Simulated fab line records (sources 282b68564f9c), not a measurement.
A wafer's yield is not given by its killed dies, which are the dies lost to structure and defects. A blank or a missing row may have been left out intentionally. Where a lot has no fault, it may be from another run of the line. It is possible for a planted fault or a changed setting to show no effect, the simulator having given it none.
Which tool is to blame? :: flow ritCmos :: 7 lots, 21 wafers sampled, at 2 steps of a route of 202

== WHAT EACH GAUGE READ, for each wafer ==
RIT_SDANNEAL_RS_MEAS_06: uses a four-point probe to measure.
lot: L788
measured: day 3 13:59
on: filmMetro-02
PLDD_RS (ohm/sq): 178.8 178.9 179.9

lot: L791
measured: day 4 03:57
on: filmMetro-02
PLDD_RS (ohm/sq): - - -

lot: L793
measured: day 4 12:34
on: filmMetro-02
PLDD_RS (ohm/sq): - - -

lot: L801
measured: day 6 09:30
on: filmMetro-04
PLDD_RS (ohm/sq): 179.1 179.2 179.3

lot: L804
measured: day 7 01:56
on: filmMetro-03
PLDD_RS (ohm/sq): 178.9 179.3 179.1

lot: L806
measured: day 7 10:02
on: filmMetro-02
PLDD_RS (ohm/sq): 178.5 178.5 178.6

lot: L808
measured: day 7 15:31
on: filmMetro-02
PLDD_RS (ohm/sq): 179.1 178.5 178.4

== WHICH TOOL RAN EACH LOT (tool, then ch and the chambers of the sampled wafers, then the start) ==
lot: L788
RIT_PLDD_IMPLANT_08: implanter-02 ch 0, day 3 05:51

lot: L791
RIT_PLDD_IMPLANT_08: implanter-04 ch 0, day 3 20:55

lot: L793
RIT_PLDD_IMPLANT_08: implanter-04 ch 0, day 4 06:02

lot: L801
RIT_PLDD_IMPLANT_08: implanter-02 ch 0, day 6 02:28

lot: L804
RIT_PLDD_IMPLANT_08: implanter-02 ch 0, day 6 19:11

lot: L806
RIT_PLDD_IMPLANT_08: implanter-04 ch 0, day 7 03:26

lot: L808
RIT_PLDD_IMPLANT_08: implanter-01 ch 0, day 7 08:23
- RIT_PLDD_IMPLANT_08

== THE ANSWER, worked out from the rows above alone ==
Rule: the usual values come from the lots themselves. Put in order of their means at a reading, lots are off if they are a third of the lots or fewer, leave a main group of 4 or more, and stand apart from it by a gap of 3 or more times the standard deviation of the main group's means; of several such gaps the widest counts. The tables above print the reading to a certain number of digits; a main group whose means all agree to those digits is not used. A lot without any number at a reading at which 4 lots or more have one is off too. All remaining lots with rows at the step are treated as sound.
Off: L791, L793, at RIT_SDANNEAL_RS_MEAS_06 (PLDD_RS). Without a number there: L791, L793. For the main group the mean is 178.9 ohm/sq and the standard deviation 0.28.
A tool fits if, at a process step before that reading, it ran every lot that is off, and no sound lot after the first of them. The gauges at RIT_SDANNEAL_RS_MEAS_06 are tried like those tools. Of those tried, none fits.

== WHAT THE SIMULATOR HAD PUT IN ==
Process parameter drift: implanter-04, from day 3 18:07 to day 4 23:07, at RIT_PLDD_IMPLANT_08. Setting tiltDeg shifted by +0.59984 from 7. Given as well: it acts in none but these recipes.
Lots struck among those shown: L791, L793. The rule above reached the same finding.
